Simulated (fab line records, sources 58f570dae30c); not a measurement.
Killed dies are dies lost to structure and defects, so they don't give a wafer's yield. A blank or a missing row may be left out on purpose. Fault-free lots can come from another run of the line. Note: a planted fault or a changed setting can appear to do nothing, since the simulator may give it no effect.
fab line records -- flow berkeley_cmos170 -- part 1 of 2: steps 1 to 34 of 44
record: lots: 6, wafers: 18, last_day: 11
route steps=331 shown SDANNEAL@205 PSD@206 NSD@207 PLDD@208 NLDD@209 SILICIDE@210 CONTACT@216 M1@238 M3@331
lots untouched by any fault: they come from a run of this same line in which no faults occurred
start_h: the number of hours between the record's first day and the start of the first shown wafer of the lot -- wait_h: hours elapsed since this lot's preceding step -- " as in the row above -- L1.1+2: one row covering several wafers at once -- - no value, or no start was given -- * or withheld: withheld -- < > ~ a bound
route shown NAME@n: names a module that has steps shown in the file, with the first one's number in the route -- usual: average and standard deviation across the fault-free wafers -- same: alike in all rows -- chamber/n: place in a boat -- sites: the reading at each site -- _std_site: standard deviation of those values -- _edge_site: outer sites' mean less inner sites' -- radius_mm: for every site, how far away it sits from the centre of the wafer -- mask NAME#n: copy n -- behind: the last tool/chamber to shape the wafer -- hold: reason for holding the lot/hours on hold/outcome of the hold -- device: names the non-switching transistor (n, p or np) -- end of line: the tests these same wafers got at the end of their route -- where a step has no rows: the recipe by itself -- killed: dies that structure and defects cost at the first sort, which is not the same as the wafer's yield -- map: per-die view of a wafer (x killed, . not killed, _ where there is no die)
set.NAME: the setting as run; set.NAME@STEP: as run at that earlier step -- model.NAME: the simulator's own value behind a step, which no gauge read
lots at selected steps of the route; one table per step, one row per wafer
services: a tool's chamber out of use, with start hour (start_h, from the record's first day; less than 0 if before it), hours out, and reason
== steps ==
step: UCB170_SDANNEAL_RTA_01
recipe: temp_c: 1050, time_s: 5, ambient: N2
usual: lamp_power_pct: 34.1/1, wafer_temp_C_max: 1056/3.3
lot.wafer,tool,chamber,start_h,wait_h,lamp_power_pct,wafer_temp_C_max
L467.1,rtp_anneal-01,0,157.65,0.1,33.3,1052
L467.2,rtp_anneal-01,0,157.65,0.1,33.3,1053
L467.5,rtp_anneal-01,0,157.65,0.1,33.3,1053
L474.4,rtp_anneal-02,0,216.23,0.1,35.3,1057
L474.5,rtp_anneal-02,0,216.23,0.1,35.4,1058
L474.6,rtp_anneal-02,0,216.23,0.1,35.4,1059
L475.1,rtp_anneal-01,0,224.15,0.1,33.3,1053
L475.4,rtp_anneal-01,0,224.15,0.1,33.2,1053
L475.5,rtp_anneal-01,0,224.15,0.1,33.4,1054
L477.1,rtp_anneal-01,0,229.14,0.1,33.3,1054
L477.4,rtp_anneal-01,0,229.14,0.1,33.3,1053
L477.5,rtp_anneal-01,0,229.14,0.1,33.3,1053
L480.1,rtp_anneal-02,0,238.35,0.1,35.4,1061
L480.3,rtp_anneal-02,0,238.35,0.1,35.4,1061
L480.5,rtp_anneal-02,0,238.35,0.1,35.4,1059
L481.2,rtp_anneal-01,0,247.72,0.1,33.2,1053
L481.5,rtp_anneal-01,0,247.72,0.1,33.3,1053
L481.6,rtp_anneal-01,0,247.72,0.1,33.3,1053
step: UCB170_SDANNEAL_RS_MEAS_02
recipe: thk_meas_gauge: four-point-probe
usual: PSD_RS: 75.41/0.24
lot.wafer,tool,chamber,start_h,wait_h,PSD_RS[ohm/sq]
L467.1,film_metro-01,-,157.71,0.0,75.46
L467.2,film_metro-01,-,157.71,0.0,75.57
L467.5,film_metro-01,-,157.71,0.0,75.63
L474.4,film_metro-01,-,216.32,0.1,75.46
L474.5,film_metro-01,-,216.32,0.1,75.56
L474.6,film_metro-01,-,216.32,0.1,75.36
L475.1,film_metro-03,-,224.20,0.0,75.18
L475.4,film_metro-03,-,224.20,0.0,75.16
L475.5,film_metro-03,-,224.20,0.0,75.35
L477.1,film_metro-03,-,229.20,0.0,75.41
L477.4,film_metro-03,-,229.20,0.0,75.04
L477.5,film_metro-03,-,229.20,0.0,74.98
L480.1,film_metro-01,-,238.50,0.1,75.55
L480.3,film_metro-01,-,238.50,0.1,75.08
L480.5,film_metro-01,-,238.50,0.1,75.26
L481.2,film_metro-04,-,247.79,0.1,75.13
L481.5,film_metro-04,-,247.79,0.1,75.24
L481.6,film_metro-04,-,247.79,0.1,75.56
step: UCB170_SDANNEAL_RS_MEAS_03
recipe: thk_meas_gauge: four-point-probe
usual: NSD_RS: 37.23/0.099
lot.wafer,tool,chamber,start_h,wait_h,NSD_RS[ohm/sq]
L467.1,film_metro-01,-,157.83,0.1,37.09
L467.2,film_metro-01,-,157.83,0.1,37.03
L467.5,film_metro-01,-,157.83,0.1,37.08
L474.4,film_metro-01,-,216.44,0.1,37.19
L474.5,film_metro-01,-,216.44,0.1,37.22
L474.6,film_metro-01,-,216.44,0.1,37.27
L475.1,film_metro-03,-,224.32,0.1,37.26
L475.4,film_metro-03,-,224.32,0.1,37.48
L475.5,film_metro-03,-,224.32,0.1,37.28
L477.1,film_metro-03,-,229.32,0.1,37.21
L477.4,film_metro-03,-,229.32,0.1,37.30
L477.5,film_metro-03,-,229.32,0.1,37.31
L480.1,film_metro-01,-,238.62,0.1,37.21
L480.3,film_metro-01,-,238.62,0.1,37.27
L480.5,film_metro-01,-,238.62,0.1,37.25
L481.2,film_metro-04,-,247.91,0.1,37.34
L481.5,film_metro-04,-,247.91,0.1,37.35
L481.6,film_metro-04,-,247.91,0.1,37.31
step: UCB170_SDANNEAL_RS_MEAS_04
recipe: thk_meas_gauge: four-point-probe
usual: PLDD_RS: 1029.9/2.5
lot.wafer,tool,chamber,start_h,wait_h,PLDD_RS[ohm/sq]
L467.1,film_metro-01,-,157.95,0.1,1029.2
L467.2,film_metro-01,-,157.95,0.1,1030.3
L467.5,film_metro-01,-,157.95,0.1,1029.9
L474.4,film_metro-01,-,216.56,0.1,1033.0
L474.5,film_metro-01,-,216.56,0.1,1029.3
L474.6,film_metro-01,-,216.56,0.1,1031.3
L475.1,film_metro-03,-,224.44,0.1,1024.9
L475.4,film_metro-03,-,224.44,0.1,1026.0
L475.5,film_metro-03,-,224.44,0.1,1030.3
L477.1,film_metro-03,-,229.44,0.1,1028.2
L477.4,film_metro-03,-,229.44,0.1,1030.1
L477.5,film_metro-03,-,229.44,0.1,1030.3
L480.1,film_metro-01,-,238.74,0.1,1030.8
L480.3,film_metro-01,-,238.74,0.1,1031.5
L480.5,film_metro-01,-,238.74,0.1,1028.6
L481.2,film_metro-04,-,248.03,0.1,1030.6
L481.5,film_metro-04,-,248.03,0.1,1032.4
L481.6,film_metro-04,-,248.03,0.1,1030.5
step: UCB170_SDANNEAL_RS_MEAS_05
recipe: thk_meas_gauge: four-point-probe
usual: NLDD_RS: 616.4/1.4
lot.wafer,tool,chamber,start_h,wait_h,NLDD_RS[ohm/sq]
L467.1,film_metro-01,-,158.07,0.1,616.8
L467.2,film_metro-01,-,158.07,0.1,618.0
L467.5,film_metro-01,-,158.07,0.1,615.4
L474.4,film_metro-01,-,216.68,0.1,614.8
L474.5,film_metro-01,-,216.68,0.1,616.1
L474.6,film_metro-01,-,216.68,0.1,616.2
L475.1,film_metro-03,-,224.56,0.1,613.1
L475.4,film_metro-03,-,224.56,0.1,614.4
L475.5,film_metro-03,-,224.56,0.1,614.7
L477.1,film_metro-03,-,229.56,0.1,615.1
L477.4,film_metro-03,-,229.56,0.1,615.5
L477.5,film_metro-03,-,229.56,0.1,616.1
L480.1,film_metro-01,-,238.86,0.1,613.4
L480.3,film_metro-01,-,238.86,0.1,613.9
L480.5,film_metro-01,-,238.86,0.1,615.3
L481.2,film_metro-04,-,248.15,0.1,619.5
L481.5,film_metro-04,-,248.15,0.1,618.6
L481.6,film_metro-04,-,248.15,0.1,618.7
step: UCB170_SILICIDE_PRE_CLEAN_00
recipe: gas: Ar, preclean_etch_time_s: 60
step: UCB170_SILICIDE_SPUTTER_01
recipe: material: Ti, target_thk_nm: 30, time_s: 25, power_w: 1500, chamber_pressure_pa: 0.5
step: UCB170_SILICIDE_RS_MEAS_02
recipe: thk_meas_gauge: four-point-probe, reads: Ti_of_SILICIDE_SPUTTER_01
usual: SILICIDE_TI_RS: 26.0/0.31
lot.wafer,tool,chamber,start_h,wait_h,SILICIDE_TI_RS[ohm/sq]
L467.1,film_metro-03,-,158.28,0.0,26.5
L467.2,film_metro-03,-,158.28,0.0,26.4
L467.5,film_metro-03,-,158.28,0.0,26.6
L474.4,film_metro-02,-,216.90,0.1,26.4
L474.5,film_metro-02,-,216.90,0.1,26.0
L474.6,film_metro-02,-,216.90,0.1,26.4
L475.1,film_metro-02,-,224.78,0.0,25.9
L475.4,film_metro-02,-,224.78,0.0,25.7
L475.5,film_metro-02,-,224.78,0.0,25.7
L477.1,film_metro-02,-,229.77,0.0,26.0
L477.4,film_metro-02,-,229.77,0.0,26.2
L477.5,film_metro-02,-,229.77,0.0,26.0
L480.1,film_metro-01,-,239.07,0.0,25.8
L480.3,film_metro-01,-,239.07,0.0,25.6
L480.5,film_metro-01,-,239.07,0.0,25.7
L481.2,film_metro-01,-,248.36,0.0,26.2
L481.5,film_metro-01,-,248.36,0.0,26.6
L481.6,film_metro-01,-,248.36,0.0,26.5
step: UCB170_SILICIDE_THK_MEAS_03
recipe: thk_meas_gauge: xrf, reads: Ti_of_SILICIDE_SPUTTER_01
usual: SILICIDE_TI_THK: 30.5/0.34
lot.wafer,tool,chamber,start_h,wait_h,SILICIDE_TI_THK[nm]
L467.1,film_metro-03,-,158.40,0.1,29.7
L467.2,film_metro-03,-,158.40,0.1,29.8
L467.5,film_metro-03,-,158.40,0.1,29.6
L474.4,film_metro-02,-,216.99,0.1,30.2
L474.5,film_metro-02,-,216.99,0.1,30.7
L474.6,film_metro-02,-,216.99,0.1,30.3
L475.1,film_metro-02,-,224.90,0.1,30.8
L475.4,film_metro-02,-,224.90,0.1,30.9
L475.5,film_metro-02,-,224.90,0.1,30.9
L477.1,film_metro-02,-,229.89,0.1,30.4
L477.4,film_metro-02,-,229.89,0.1,30.2
L477.5,film_metro-02,-,229.89,0.1,30.7
L480.1,film_metro-01,-,239.19,0.1,30.7
L480.3,film_metro-01,-,239.19,0.1,31.0
L480.5,film_metro-01,-,239.19,0.1,31.0
L481.2,film_metro-01,-,248.47,0.1,30.2
L481.5,film_metro-01,-,248.47,0.1,30.0
L481.6,film_metro-01,-,248.47,0.1,29.9
step: UCB170_SILICIDE_RTA_04
recipe: temp_c: 650, time_s: 15.2, ambient: N2
usual: lamp_power_pct: 9.53/0.29, wafer_temp_C_max: 653.5/1.7
lot.wafer,tool,chamber,start_h,wait_h,lamp_power_pct,wafer_temp_C_max
L467.1,rtp_anneal-01,0,158.46,0.1,9.24,652.4
L467.2,rtp_anneal-01,0,158.46,0.1,9.24,651.9
L467.5,rtp_anneal-01,0,158.46,0.1,9.25,653.0
L474.4,rtp_anneal-01,0,217.05,0.1,9.26,651.3
L474.5,rtp_anneal-01,0,217.05,0.1,9.25,652.2
L474.6,rtp_anneal-01,0,217.05,0.1,9.24,652.2
L475.1,rtp_anneal-02,0,224.96,0.1,9.82,656.5
L475.4,rtp_anneal-02,0,224.96,0.1,9.81,656.1
L475.5,rtp_anneal-02,0,224.96,0.1,9.82,654.7
L477.1,rtp_anneal-01,0,229.95,0.1,9.23,651.4
L477.4,rtp_anneal-01,0,229.95,0.1,9.23,652.4
L477.5,rtp_anneal-01,0,229.95,0.1,9.24,651.2
L480.1,rtp_anneal-02,0,239.25,0.1,9.83,656.2
L480.3,rtp_anneal-02,0,239.25,0.1,9.80,657.5
L480.5,rtp_anneal-02,0,239.25,0.1,9.81,655.7
L481.2,rtp_anneal-02,0,248.54,0.1,9.80,654.5
L481.5,rtp_anneal-02,0,248.54,0.1,9.81,656.6
L481.6,rtp_anneal-02,0,248.54,0.1,9.80,654.9
step: UCB170_SILICIDE_WET_ETCH_05
recipe: chemistry: SPM, time_s: 45, temp_c: 120, target: Ti
step: UCB170_CONTACT_CLEAN_00
recipe: chemistry: SPM, temp_c: 120, time_s: 600
step: UCB170_CONTACT_CVD_01
recipe: material: PSG, target_thk_nm: 700, temp_c: 450, precursor: SiH4/O2/PH3, time_s: 2820, pressure_mtorr: 300, sih4_flow_sccm: 60, o2_flow_sccm: 90, ph3_flow_sccm: 25
usual: spike_tc_centre_C: 452.6/1.1, spike_tc_load_C: 470/3.5, spike_tc_source_C: 468.4/2.8, susceptor_temp_C: 449.97/0.22
lot.wafer,tool,chamber,start_h,wait_h,spike_tc_centre_C,spike_tc_load_C,spike_tc_source_C,susceptor_temp_C,model.PSG_of_CONTACT_CVD_01.thk_nm
L467.1,lpcvd-01,0,158.77,0.0,451.8,467,471.3,450.01,697
L467.2,lpcvd-01,0,158.77,0.0,452.8,468,471.8,450.17,702.2
L467.5,lpcvd-01,0,158.77,0.0,453.2,467,471.1,450.20,698
L474.4,lpcvd-01,0,217.74,0.4,437.9,454,458.1,436.68,611.7
L474.5,lpcvd-01,0,217.74,0.4,440.4,453,456.5,436.84,602.8
L474.6,lpcvd-01,0,217.74,0.4,441.3,453,457.3,436.70,607.1
L475.1,lpcvd-01,0,225.35,0.0,441.5,454,457.3,436.52,633.3
L475.4,lpcvd-01,0,225.35,0.0,440.1,451,457.1,436.49,623.4
L475.5,lpcvd-01,0,225.35,0.0,440.8,455,458.3,436.69,630.4
L477.1,lpcvd-02,1,230.88,0.7,453.3,474,468.7,449.70,713.1
L477.4,lpcvd-02,1,230.88,0.7,452.1,475,468.5,449.98,708.2
L477.5,lpcvd-02,1,230.88,0.7,451.6,476,469.1,449.65,716.4
L480.1,lpcvd-02,0,239.52,0.0,452.8,469,463.9,449.84,692.6
L480.3,lpcvd-02,0,239.52,0.0,453.0,467,465.2,449.99,692.1
L480.5,lpcvd-02,0,239.52,0.0,453.6,468,464.4,449.74,694.9
L481.2,lpcvd-02,1,250.46,0.0,452.5,474,468.0,449.95,699.9
L481.5,lpcvd-02,1,250.46,0.0,450.1,473,467.8,450.06,698.7
L481.6,lpcvd-02,1,250.46,0.0,452.2,474,466.1,449.79,692.7
step: UCB170_CONTACT_THK_MEAS_02
recipe: reads: PSG_of_CONTACT_CVD_01
usual: CONTACT_PSG_THK: 698/6.5
lot.wafer,tool,chamber,start_h,wait_h,CONTACT_PSG_THK[nm]
L467.1,film_metro-02,-,160.55,0.0,698
L467.2,film_metro-02,-,160.55,0.0,702
L467.5,film_metro-02,-,160.55,0.0,698
L474.4,film_metro-02,-,219.55,0.0,612
L474.5,film_metro-02,-,219.55,0.0,603
L474.6,film_metro-02,-,219.55,0.0,607
L475.1,film_metro-02,-,227.14,0.0,633
L475.4,film_metro-02,-,227.14,0.0,623
L475.5,film_metro-02,-,227.14,0.0,630
L477.1,film_metro-02,-,232.66,0.0,713
L477.4,film_metro-02,-,232.66,0.0,709
L477.5,film_metro-02,-,232.66,0.0,716
L480.1,film_metro-02,-,241.31,0.0,693
L480.3,film_metro-02,-,241.31,0.0,692
L480.5,film_metro-02,-,241.31,0.0,695
L481.2,film_metro-02,-,252.26,0.0,700
L481.5,film_metro-02,-,252.26,0.0,698
L481.6,film_metro-02,-,252.26,0.0,693
step: UCB170_CONTACT_HMDS_03
recipe: prime_time_s: 60, prime_temp_c: 100
step: UCB170_CONTACT_COAT_04
recipe: resist: KrF, spin_rpm: 1500, resist_thk_nm: 900
step: UCB170_CONTACT_SOFTBAKE_05
recipe: resist: KrF, temp_c: 130, time_s: 60
step: UCB170_CONTACT_STRIP_06
recipe: chemistry: O2, power_w: 400, pressure_mtorr: 3500, platen_temp_c: withheld, o2_flow_sccm: 400, overash_fraction: 0.5
step: UCB170_CONTACT_CLEAN_07
recipe: chemistry: SPM, temp_c: 120, time_s: 600
step: UCB170_CONTACT_RTA_08
recipe: temp_c: 900, time_s: 10, ambient: N2
usual: lamp_power_pct: 22.2/0.67, wafer_temp_C_max: 904.9/2.5
lot.wafer,tool,chamber,start_h,wait_h,lamp_power_pct,wafer_temp_C_max
L467.1,rtp_anneal-01,0,161.35,0.0,21.5,902.4
L467.2,rtp_anneal-01,0,161.35,0.0,21.6,903.0
L467.5,rtp_anneal-01,0,161.35,0.0,21.5,903.9
L474.4,rtp_anneal-02,0,220.35,0.0,22.9,907.9
L474.5,rtp_anneal-02,0,220.35,0.0,22.9,906.5
L474.6,rtp_anneal-02,0,220.35,0.0,22.9,907.4
L475.1,rtp_anneal-02,0,229.60,0.0,22.9,907.7
L475.4,rtp_anneal-02,0,229.60,0.0,22.9,905.5
L475.5,rtp_anneal-02,0,229.60,0.0,22.9,906.0
L477.1,rtp_anneal-02,0,233.61,0.0,22.9,906.4
L477.4,rtp_anneal-02,0,233.61,0.0,22.9,907.3
L477.5,rtp_anneal-02,0,233.61,0.0,22.9,906.2
L480.1,rtp_anneal-02,0,242.19,0.0,22.9,905.8
L480.3,rtp_anneal-02,0,242.19,0.0,22.9,907.7
L480.5,rtp_anneal-02,0,242.19,0.0,22.9,908.0
L481.2,rtp_anneal-01,0,253.07,0.0,21.6,903.9
L481.5,rtp_anneal-01,0,253.07,0.0,21.5,903.4
L481.6,rtp_anneal-01,0,253.07,0.0,21.6,902.9
step: UCB170_CONTACT_COAT_09
recipe: resist: BARC, temp_c: withheld, time_s: withheld, spin_rpm: 3000, resist_thk_nm: withheld
step: UCB170_CONTACT_COAT_10
recipe: resist: KrF, spin_rpm: 1500, resist_thk_nm: 900
step: UCB170_CONTACT_SOFTBAKE_11
recipe: resist: KrF, temp_c: 130, time_s: 60
step: UCB170_CONTACT_EXPOSE_12
recipe: mask_id: CONT, target_cd_nm: 700, na: 0.5, sigma_outer: 0.6, source_shape: conventional, dose_mj: 35
step: UCB170_CONTACT_PEB_13
recipe: peb_temp_c: 130, peb_time_s: withheld, resist: KrF
step: UCB170_CONTACT_DEVELOP_14
recipe: developer: TMAH, develop_time_s: 45, resist: KrF, dev_temp_c: 20.2
step: UCB170_CONTACT_CD_MEAS_15
recipe: target_cd_nm: 700
usual: cd_nm: 699.9/1.4
lot.wafer,tool,chamber,start_h,wait_h,cd_nm
L467.1,cd_sem-01,-,162.65,-,698.5
L467.2,cd_sem-01,-,162.65,-,700.1
L467.5,cd_sem-01,-,162.65,-,699.1
L474.4,cd_sem-01,-,221.98,-,700.0
L474.5,cd_sem-01,-,221.98,-,700.7
L474.6,cd_sem-01,-,221.98,-,700.2
L475.1,cd_sem-01,-,230.51,-,700.2
L475.4,cd_sem-01,-,230.51,-,701.1
L475.5,cd_sem-01,-,230.51,-,700.2
L477.1,cd_sem-01,-,234.93,-,698.1
L477.4,cd_sem-01,-,234.93,-,697.1
L477.5,cd_sem-01,-,234.93,-,698.1
L480.1,cd_sem-02,-,243.10,-,699.9
L480.3,cd_sem-02,-,243.10,-,699.6
L480.5,cd_sem-02,-,243.10,-,700.9
L481.2,cd_sem-01,-,254.36,-,696.5
L481.5,cd_sem-01,-,254.36,-,697.2
L481.6,cd_sem-01,-,254.36,-,697.6
step: UCB170_CONTACT_OVL_MEAS_16
usual: CONTACT_OVL: 3/5.8
lot.wafer,tool,chamber,start_h,wait_h,CONTACT_OVL[nm]
L467.1,overlay-01,-,162.77,0.1,-1
L467.2,overlay-01,-,162.77,0.1,7
L467.5,overlay-01,-,162.77,0.1,0
L474.4,overlay-01,-,222.06,0.1,6
L474.5,overlay-01,-,222.06,0.1,15
L474.6,overlay-01,-,222.06,0.1,8
L475.1,overlay-02,-,230.63,0.1,9
L475.4,overlay-02,-,230.63,0.1,7
L475.5,overlay-02,-,230.63,0.1,9
L477.1,overlay-01,-,235.05,0.1,0
L477.4,overlay-01,-,235.05,0.1,2
L477.5,overlay-01,-,235.05,0.1,-1
L480.1,overlay-02,-,243.22,0.1,5
L480.3,overlay-02,-,243.22,0.1,6
L480.5,overlay-02,-,243.22,0.1,2
L481.2,overlay-02,-,254.47,0.1,4
L481.5,overlay-02,-,254.47,0.1,4
L481.6,overlay-02,-,254.47,0.1,9
step: UCB170_CONTACT_ETCH_17
recipe: chemistry: N2/H2, target_depth_a: withheld, overetch_a: withheld, target: BARC, time_s: withheld, source_w: 500, bias_w: 100, pressure_mtorr: 30, n2_flow_sccm: 100, h2_flow_sccm: 200
usual: drypump_motor_current_A: 5.9/0.45, oes_product_au: 1.000/0.017, rf_fwd_power_W: 495.0/2, throttle_valve_pct: 13.31/0.15
lot.wafer,tool,chamber,start_h,wait_h,drypump_motor_current_A,oes_product_au,rf_fwd_power_W,throttle_valve_pct
L467.1,rie_diel-02,2,162.81,0.0,5.5,0.976,495.3,13.45
L467.2,rie_diel-02,0,162.81,0.0,6.5,1.002,491.3,13.24
L467.5,rie_diel-02,1,162.81,0.0,6.5,0.973,494.1,13.12
L474.4,rie_diel-03,0,222.08,0.0,5.8,1.019,495.4,13.40
L474.5,rie_diel-03,0,222.08,0.0,5.8,1.027,495.7,13.39
L474.6,rie_diel-03,3,222.08,0.0,5.3,0.986,496.1,13.17
L475.1,rie_diel-03,0,230.67,0.0,5.8,1.026,497.1,13.40
L475.4,rie_diel-03,3,230.67,0.0,5.3,0.986,496.1,13.16
L475.5,rie_diel-03,1,230.67,0.0,5.4,1.014,498.4,13.35
L477.1,rie_diel-03,3,235.09,0.0,5.3,0.978,495.8,13.18
L477.4,rie_diel-03,0,235.09,0.0,5.8,1.020,495.0,13.38
L477.5,rie_diel-03,1,235.09,0.0,5.4,1.010,496.1,13.36
L480.1,rie_diel-03,3,243.26,0.0,5.3,0.983,495.3,13.19
L480.3,rie_diel-03,2,243.26,0.0,6.2,1.000,496.3,13.54
L480.5,rie_diel-03,3,243.26,0.0,5.3,0.979,496.7,13.18
L481.2,rie_diel-02,3,254.50,0.0,6.0,0.975,492.2,13.04
L481.5,rie_diel-02,1,254.50,0.0,6.5,1.005,497.0,13.12
L481.6,rie_diel-02,0,254.50,0.0,6.4,1.018,489.9,13.25
step: UCB170_CONTACT_ETCH_18
recipe: chemistry: CHF3/CF4/Ar, target: PSG, stop_on: TiSi2, CHF3_flow_sccm: 45, cf4_flow_sccm: 15, Ar_flow_sccm: 150, pressure_mtorr: 200, rf_w: 700, target_depth_a: 8400, over_etch_frac: 0.2, time_s: 195
usual: drypump_motor_current_A: 5.9/0.45, oes_product_au: 0.891/0.017, rf_fwd_power_W: 697.6/2.3, throttle_valve_pct: 6.94/0.11
lot.wafer,tool,chamber,start_h,wait_h,drypump_motor_current_A,oes_product_au,rf_fwd_power_W,rf_hours_counter_h,throttle_valve_pct,model.etch.depth_nm,model.CONTACT.feature_depth_nm
L467.1,rie_diel-02,2,-,-,5.5,0.888,700.6,128,7.10,697,697
L467.2,rie_diel-02,0,-,-,6.5,0.906,689.8,73,6.87,702.2,702.2
L467.5,rie_diel-02,1,-,-,6.5,0.869,697.6,-,6.78,698,698
L474.4,rie_diel-03,0,-,-,5.8,0.862,698.0,140,6.98,611.7,611.7
L474.5,rie_diel-03,0,-,-,5.8,0.845,696.3,-,6.99,602.8,602.8
L474.6,rie_diel-03,3,-,-,5.3,0.807,697.1,-,6.93,607.1,607.1
L475.1,rie_diel-03,0,-,-,5.8,0.876,699.0,140,6.97,633.3,633.3
L475.4,rie_diel-03,3,-,-,5.3,0.819,695.0,48,6.94,623.4,623.4
L475.5,rie_diel-03,1,-,-,5.4,0.854,699.5,-,6.99,630.4,630.3
L477.1,rie_diel-03,3,-,-,5.3,0.886,693.8,48,6.92,713.1,713.1
L477.4,rie_diel-03,0,-,-,5.8,0.920,697.2,-,6.99,708.2,708.2
L477.5,rie_diel-03,1,-,-,5.4,0.919,695.3,-,7.00,716.4,716.4
L480.1,rie_diel-03,3,-,-,5.3,0.869,698.4,49,6.94,692.6,692.6
L480.3,rie_diel-03,2,-,-,6.2,0.893,699.8,1,7.05,692.1,692.1
L480.5,rie_diel-03,3,-,-,5.3,0.871,701.6,-,6.92,694.9,694.9
L481.2,rie_diel-02,3,-,-,6.0,0.869,693.9,10,6.73,699.9,699.9
L481.5,rie_diel-02,1,-,-,6.5,0.871,696.5,-,6.78,698.7,698.7
L481.6,rie_diel-02,0,-,-,6.4,0.892,700.4,-,6.86,692.7,692.7
step: UCB170_CONTACT_STRIP_19
recipe: chemistry: O2, power_w: 400, pressure_mtorr: 3500, platen_temp_c: withheld, o2_flow_sccm: 400, overash_fraction: 0.5
step: UCB170_CONTACT_CD_MEAS_90
recipe: target_cd_nm: 700
usual: cd_nm: 699.9/1.5
lot.wafer,tool,chamber,start_h,wait_h,cd_nm
L467.1,cd_sem-01,-,163.08,0.1,698.7
L467.2,cd_sem-01,-,163.08,0.1,699.6
L467.5,cd_sem-01,-,163.08,0.1,700.2
L474.4,cd_sem-01,-,222.41,0.1,699.3
L474.5,cd_sem-01,-,222.41,0.1,700.1
L474.6,cd_sem-01,-,222.41,0.1,700.8
L475.1,cd_sem-01,-,230.93,0.1,700.5
L475.4,cd_sem-01,-,230.93,0.1,700.9
L475.5,cd_sem-01,-,230.93,0.1,699.7
L477.1,cd_sem-02,-,235.36,0.1,698.6
L477.4,cd_sem-02,-,235.36,0.1,696.8
L477.5,cd_sem-02,-,235.36,0.1,697.4
L480.1,cd_sem-01,-,243.52,0.1,700.4
L480.3,cd_sem-01,-,243.52,0.1,699.3
L480.5,cd_sem-01,-,243.52,0.1,701.2
L481.2,cd_sem-01,-,254.79,0.1,696.1
L481.5,cd_sem-01,-,254.79,0.1,697.3
L481.6,cd_sem-01,-,254.79,0.1,696.9
step: UCB170_CONTACT_CLEAN_20
recipe: chemistry: SPM, temp_c: 120, time_s: 600
step: UCB170_M1_SPUTTER_00
recipe: material: Al, target_thk_nm: 600, time_s: 80, power_w: 6000, chamber_pressure_pa: 0.5
usual: throttle_valve_pct: 29.3/1.3
lot.wafer,tool,chamber,start_h,wait_h,throttle_valve_pct
L467.1,pvd_sputter-04,-,163.37,0.0,28.9
L467.2,pvd_sputter-04,-,163.37,0.0,32.3
L467.5,pvd_sputter-04,-,163.37,0.0,29.6
L474.4,pvd_sputter-03,-,222.64,0.0,27.5
L474.5,pvd_sputter-03,-,222.64,0.0,27.5
L474.6,pvd_sputter-03,-,222.64,0.0,29.2
L475.1,pvd_sputter-03,-,231.23,0.0,27.3
L475.4,pvd_sputter-03,-,231.23,0.0,27.7
L475.5,pvd_sputter-03,-,231.23,0.0,27.3
L477.1,pvd_sputter-03,-,235.65,0.0,27.3
L477.4,pvd_sputter-03,-,235.65,0.0,28.2
L477.5,pvd_sputter-03,-,235.65,0.0,27.5
L480.1,pvd_sputter-02,-,243.85,0.0,29.9
L480.3,pvd_sputter-02,-,243.85,0.0,30.7
L480.5,pvd_sputter-02,-,243.85,0.0,30.7
L481.2,pvd_sputter-02,-,255.06,0.0,30.3
L481.5,pvd_sputter-02,-,255.06,0.0,30.5
L481.6,pvd_sputter-02,-,255.06,0.0,30.2
== key ==
first_sign: step: UCB170_CONTACT_CVD_01, reading: susceptor_temp_C, direction: down, sigmas: 61, usual: *, struck: *
effect: step: UCB170_CONTACT_CVD_01, reading: spike_tc_centre_C, direction: down, sigmas: 11, usual: 452.6, struck: 440.3
effect: step: UCB170_CONTACT_THK_MEAS_02, reading: CONTACT_PSG_THK, direction: down, sigmas: 12, usual: 698, struck: 618
effect: step: UCB170_CONTACT_ETCH_18, reading: oes_product_au, direction: down, sigmas: 2.8, usual: 0.891, struck: 0.844
model_effect: step: UCB170_CONTACT_CVD_01, value: PSG_of_CONTACT_CVD_01.thk_nm, without: 697, struck: 618.1
model_effect: step: UCB170_CONTACT_ETCH_18, value: etch.depth_nm, without: 697, struck: 618.1
model_effect: step: UCB170_M1_METAL_ETCH_12, value: PSG_of_CONTACT_CVD_01.thk_nm, without: 658.8, struck: 579.9
model_effect: step: UCB170_M3_PROBE_99, value: etest.field_p_metal.vt_v, without: -59.02, struck: -54.45
met_at UCB170_CONTACT_CVD_01
struck_wafers L474.4,L474.5,L474.6,L475.1,L475.4,L475.5
tester_left_out L474,L475
onset_between 158.77 217.74
fault: kind: process_parameter_drift, tool: lpcvd-01, chamber: -, onset_h: 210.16, steps: UCB170_CONTACT_CVD_01, channel: temp_c, offset: *, shape: step, end_h: 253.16, acts_in: *, stated: *
tester_left_out: of these lots the tester's yield and bins aren't shown, on N5 and GAA mostly nor the transistor test; their killed dies are dies lost to structure and defects alone, not to doping, threshold or leakage, so they don't give the yield
